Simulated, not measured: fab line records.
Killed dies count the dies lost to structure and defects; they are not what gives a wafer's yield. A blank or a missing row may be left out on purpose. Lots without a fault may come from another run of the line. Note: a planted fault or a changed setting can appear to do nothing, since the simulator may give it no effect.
Which tool is to blame? + flow berkeleyCmos170 + 36 wafers from 12 lots sampled at 6 of the route's 331 steps

== WHAT THE GAUGES SHOWED, per wafer ==
UCB170_GATE_CD_MEAS_12: the cd target is 350 nm.
| lot  | measured     | on       | cdNm (nm)         |
|------|--------------|----------|-------------------|
| L206 | day 5 22:10  | cdSem-02 | 348.8 348.6 349.1 |
| L207 | day 6 15:34  | cdSem-02 | 350.9 351.5 349.7 |
| L208 | day 6 22:34  | cdSem-01 | 349.0 349.8 349.8 |
| L210 | day 7 06:14  | cdSem-02 | 349.5 350.3 349.1 |
| L209 | day 7 06:47  | cdSem-02 | 351.1 350.7 350.7 |
| L212 | day 7 08:31  | cdSem-02 | 349.5 349.5 350.2 |
| L214 | day 7 18:03  | cdSem-02 | 348.4 349.2 348.7 |
| L211 | day 7 18:36  | cdSem-02 | 346.4 346.9 347.6 |
| L221 | day 8 22:49  | cdSem-02 | 347.8 347.8 348.2 |
| L223 | day 9 06:23  | cdSem-02 | 350.5 348.8 349.9 |
| L228 | day 10 10:11 | cdSem-01 | 349.5 350.7 349.9 |
| L227 | day 10 10:27 | cdSem-02 | 350.4 353.1 352.3 |

UCB170_GATE_OVL_MEAS_13.
| lot  | measured     | on         | GATE_OVL (nm) |
|------|--------------|------------|---------------|
| L206 | day 5 22:16  | overlay-01 | -6 0 1        |
| L207 | day 6 15:40  | overlay-02 | -4 -6 -7      |
| L208 | day 6 22:41  | overlay-01 | 1 -5 -3       |
| L210 | day 7 06:20  | overlay-01 | 2 0 4         |
| L209 | day 7 06:54  | overlay-02 | 7 -3 3        |
| L212 | day 7 08:38  | overlay-02 | 3 1 -4        |
| L214 | day 7 18:10  | overlay-02 | 7 0 3         |
| L211 | day 7 18:43  | overlay-02 | 9 7 10        |
| L221 | day 8 22:55  | overlay-01 | 3 2 -5        |
| L223 | day 9 06:29  | overlay-02 | 10 10 6       |
| L228 | day 10 10:18 | overlay-01 | -2 2 3        |
| L227 | day 10 10:31 | overlay-02 | -10 -7 -7     |

UCB170_NLDD_OVL_MEAS_07.
| lot  | measured     | on         | NLDD_OVL (nm) |
|------|--------------|------------|---------------|
| L206 | day 6 02:40  | overlay-02 | -3 -7 -7      |
| L207 | day 6 20:13  | overlay-01 | -1 -3 -7      |
| L208 | day 7 02:14  | overlay-01 | -2 -1 4       |
| L210 | day 7 13:10  | overlay-01 | 5 -12 -5      |
| L209 | day 7 13:18  | overlay-02 | 2 3 -8        |
| L212 | day 7 13:35  | overlay-02 | -3 -2 -7      |
| L214 | day 7 22:01  | overlay-01 | -9 -6 -6      |
| L211 | day 7 23:18  | overlay-01 | 4 -1 -8       |
| L221 | day 9 10:07  | overlay-02 | -6 -6 -3      |
| L223 | day 9 11:49  | overlay-01 | -10 -8 -4     |
| L228 | day 10 15:20 | overlay-01 | 3 0 1         |
| L227 | day 10 15:30 | overlay-01 | 0 -14 3       |

UCB170_NLDD_TW_MEAS_11.
| lot  | measured     | on           | NLDD_TW        |
|------|--------------|--------------|----------------|
| L206 | day 6 03:06  | filmMetro-03 | 2238 2230 2237 |
| L207 | day 6 20:39  | filmMetro-04 | 2253 2255 2251 |
| L208 | day 7 02:40  | filmMetro-01 | 2223 2229 2232 |
| L210 | day 7 13:37  | filmMetro-03 | 2225 2223 2219 |
| L209 | day 7 13:44  | filmMetro-04 | 2259 2245 2255 |
| L212 | day 7 14:02  | filmMetro-03 | 2224 2219 2227 |
| L214 | day 7 22:26  | filmMetro-01 | 2232 2222 2240 |
| L211 | day 7 23:44  | filmMetro-01 | 2352 2343 2343 |
| L221 | day 9 10:34  | filmMetro-01 | 2348 2329 2342 |
| L223 | day 9 12:18  | filmMetro-03 | 2228 2221 2221 |
| L228 | day 10 15:47 | filmMetro-01 | 2233 2247 2234 |
| L227 | day 10 15:57 | filmMetro-04 | 2250 2249 2243 |

UCB170_SDANNEAL_RS_MEAS_05: the measuring method here is four-point-probe.
| lot  | measured     | on           | NLDD_RS (ohm/sq)  |
|------|--------------|--------------|-------------------|
| L206 | day 6 13:20  | filmMetro-01 | 614.8 615.2 613.9 |
| L207 | day 7 07:09  | filmMetro-03 | 614.9 618.0 616.9 |
| L208 | day 7 12:43  | filmMetro-01 | 616.3 618.5 615.7 |
| L210 | day 7 23:38  | filmMetro-04 | 615.5 616.0 615.6 |
| L209 | day 7 23:08  | filmMetro-04 | 615.6 616.1 617.3 |
| L212 | day 8 00:01  | filmMetro-03 | 616.0 616.3 616.8 |
| L214 | day 8 11:01  | filmMetro-03 | 613.9 616.1 616.1 |
| L211 | day 8 11:22  | filmMetro-04 | 542.0 541.6 541.8 |
| L221 | day 9 19:56  | filmMetro-01 | 538.8 539.3 540.8 |
| L223 | day 9 20:29  | filmMetro-03 | 614.9 615.7 617.4 |
| L228 | day 11 01:08 | filmMetro-03 | 619.2 615.7 616.9 |
| L227 | day 11 01:23 | filmMetro-04 | 614.8 614.2 615.9 |

== WHAT TOOL EACH LOT RAN ON (gives the tool, then ch and the chambers of the sampled wafers, and finally the start) ==
| lot  | UCB170_NLDD_IMPLANT_08          |
|------|---------------------------------|
| L206 | implanter-03 ch 0, day 6 02:43  |
| L207 | implanter-01 ch 0, day 6 20:16  |
| L208 | implanter-03 ch 0, day 7 02:16  |
| L210 | implanter-03 ch 0, day 7 13:13  |
| L209 | implanter-02 ch 0, day 7 13:20  |
| L212 | implanter-02 ch 0, day 7 13:40  |
| L214 | implanter-01 ch 0, day 7 22:02  |
| L211 | implanter-02 ch 0, day 7 23:20  |
| L221 | implanter-02 ch 0, day 9 10:10  |
| L223 | implanter-03 ch 0, day 9 11:52  |
| L228 | implanter-03 ch 0, day 10 15:23 |
| L227 | implanter-01 ch 0, day 10 15:35 |
- UCB170_NLDD_IMPLANT_08

== WHAT THE TOOLS THEMSELVES READ (means of the sampled wafers that have a number; where no wafer has one, the mark that the record gives instead) ==
UCB170_NLDD_IMPLANT_08.
| lot  | tool         | doseIonsCm2 | faradayCurrentUA | rotationDeg (degrees) |
|------|--------------|-------------|------------------|-----------------------|
| L206 | implanter-03 | 5e+13       | 158              | 0.013                 |
| L207 | implanter-01 | 5e+13       | 161              | -0.042                |
| L208 | implanter-03 | 5e+13       | 159              | -0.007                |
| L210 | implanter-03 | 5e+13       | 157              | -0.003                |
| L209 | implanter-02 | 5e+13       | 158              | -0.004                |
| L212 | implanter-02 | 5e+13       | 160              | -0.003                |
| L214 | implanter-01 | 5e+13       | 161              | 0.023                 |
| L211 | implanter-02 | 7e+13       | 225              | 0.026                 |
| L221 | implanter-02 | 7e+13       | 226              | -0.041                |
| L223 | implanter-03 | 5e+13       | 159              | -0.004                |
| L228 | implanter-03 | 5e+13       | 156              | 0.008                 |
| L227 | implanter-01 | 5e+13       | 160              | 0.009                 |

== THE ANSWER, worked out from the rows above alone ==
Rule: the usual values come from the lots themselves. The widest of any qualifying gaps counts: lots, ordered by their means at a reading, are off when they make up no more than a third of the lots, leave a main group of 4 or more, and stand apart from it by 3 or more times the standard deviation of that group's means. A main group is skipped when, at the precision printed for the reading in the tables above, its means are all equal. Also off: a lot with no number at a reading for which 4 or more lots have one. Where the step has rows for the other lots, those lots are counted as sound. The gauges are gone through in route order, then the tools' own readings, and for those a lot's mean is taken as printed above. At the first step where some lot is off, the reading lying furthest off is the one used; lots without a number count as furthest.
Off: at UCB170_NLDD_TW_MEAS_11 (NLDD_TW), L211, L221. Main group: mean 2235, sd 11.
If a tool, at a process step before that reading, ran all the lots that are off and no sound lot after the first of them, it fits. The gauges at UCB170_NLDD_TW_MEAS_11 aren't tried: what is off there is off at UCB170_NLDD_IMPLANT_08 too, on other tools, and a gauge's error can't cause that. One candidate fits, namely implanter-02 at UCB170_NLDD_IMPLANT_08. Its last sound lot is L212 (day 7 13:40), its first lot that is off L211 (day 7 23:20): a fault that began between those two fits.
The tool's own readings at UCB170_NLDD_IMPLANT_08 bear it out: on the lots that are off they differ by more than 5 times the standard deviation of the sound lots' means. doseIonsCm2 reads 7e+13 there against 5e+13 on the sound lots; faradayCurrentUA reads 226 there against 159 on the sound lots.

== WHAT THE SIMULATOR HAD PUT IN ==
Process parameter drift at UCB170_NLDD_IMPLANT_08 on implanter-02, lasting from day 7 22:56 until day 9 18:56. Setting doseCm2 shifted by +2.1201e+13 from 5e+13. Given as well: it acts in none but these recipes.
Struck lots among those shown: L211, L221. The rule above found the same.
